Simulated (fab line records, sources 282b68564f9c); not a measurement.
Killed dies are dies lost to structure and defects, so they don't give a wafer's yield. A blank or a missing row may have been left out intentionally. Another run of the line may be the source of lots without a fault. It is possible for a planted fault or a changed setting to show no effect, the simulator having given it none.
Check for tools in common -- flow ritCmos -- 14 lots and 42 wafers in the sample

WHY THIS WAS OPENED
Of 14 lots, 2 have the reading GATE_OVL flagged at RIT_GATE_OVL_MEAS_17. No-fault wafers: 0.8 nm, standard deviation 1.4.
Rule: a lot is flagged in two cases, either no wafer of it has a number, or all its wafers with numbers fall more than 4 standard deviations from that mean. As for the other lots, they are considered sound.

lot,measured,on,"GATE_OVL (nm), wafer by wafer",flag
L261,day 2 23:19,overlay-02,0.6 3.4 1.0,
L262,day 3 04:22,overlay-01,0.2 -1.8 -1.3,
L263,day 3 08:20,overlay-02,0.6 1.5 1.3,
L264,day 3 19:15,overlay-02,1.1 0.2 1.0,
L270,day 5 17:05,overlay-02,-0.2 0.4 0.2,
L271,day 5 17:13,overlay-01,1.3 3.1 2.2,
L272,day 5 19:56,overlay-01,3.3 2.9 2.4,
L273,day 6 05:16,overlay-02,1.9 0.3 3.0,
L275,day 6 08:41,overlay-01,4.7 4.3 2.7,
L277,day 6 12:30,overlay-02,0.7 -0.4 1.4,
L278,day 7 00:15,overlay-02,-149.1 -147.7 -148.3,FLAGGED
L280,day 7 03:47,overlay-01,-150.6 -148.1 -148.7,FLAGGED
L281,day 7 12:12,overlay-02,-1.2 0.2 1.2,
L282,day 7 15:45,overlay-01,1.0 0.6 1.8,
Averaged over the flagged lots the numbers come to -148.8 nm, -149.6 nm from the usual (-99 or more standard deviations).

TOOL THAT RAN EACH LOT
The record holds 1 process step before the reading, out of a route of 202 steps. Cell contents, in order: the tool; ch with the chambers the sampled wafers went through; the start.
lot,flag,RIT_GATE_EXPOSE_13
L261,,"ilineStepper-02 ch 0, day 2 22:49"
L262,,"ilineStepper-02 ch 0, day 3 03:51"
L263,,"ilineStepper-02 ch 0, day 3 07:50"
L264,,"ilineStepper-01 ch 0, day 3 18:46"
L270,,"ilineStepper-01 ch 0, day 5 16:35"
L271,,"ilineStepper-01 ch 0, day 5 16:40"
L272,,"ilineStepper-01 ch 0, day 5 19:25"
L273,,"ilineStepper-01 ch 0, day 6 04:46"
L275,,"ilineStepper-01 ch 0, day 6 08:11"
L277,,"ilineStepper-02 ch 0, day 6 11:50"
L278,FLAGGED,"ilineStepper-01 ch 0, day 6 23:45"
L280,FLAGGED,"ilineStepper-01 ch 0, day 7 03:17"
L281,,"ilineStepper-02 ch 0, day 7 11:41"
L282,,"ilineStepper-02 ch 0, day 7 15:00"
These steps, and what they do:
- RIT_GATE_EXPOSE_13: exposes mask M6, target cd 150 nm.
- RIT_GATE_OVL_MEAS_17

FLAGGED OVER TOTAL, TOOL BY TOOL (the gauges that took the reading come last)
step,tool,lots run,flagged,share of the flagged lots,sound lots run after its first flagged lot
RIT_GATE_EXPOSE_13,ilineStepper-01,8,2,all,0
RIT_GATE_EXPOSE_13,ilineStepper-02,6,0,none,-
RIT_GATE_OVL_MEAS_17,overlay-01,6,1,some,1 (L282)
RIT_GATE_OVL_MEAS_17,overlay-02,8,1,some,1 (L281)

WHAT THE TABLE PERMITS
1 row of the table ran every flagged lot: ilineStepper-01 at RIT_GATE_EXPOSE_13.
- ilineStepper-01 at RIT_GATE_EXPOSE_13 ran 8 lots, 2 of them flagged. Last sound lot L275 at day 6 08:11, first flagged lot L278 at day 6 23:45; a fault beginning in between fits.
What remains is a single tool, ilineStepper-01 at RIT_GATE_EXPOSE_13.

WHAT HAD BEEN PUT IN BY THE SIMULATOR
Scanner matching overlay: ilineStepper-01, from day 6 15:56 on, at RIT_GATE_EXPOSE_13. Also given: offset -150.
Struck lots among those shown: L278, L280. Same finding as the rule above.
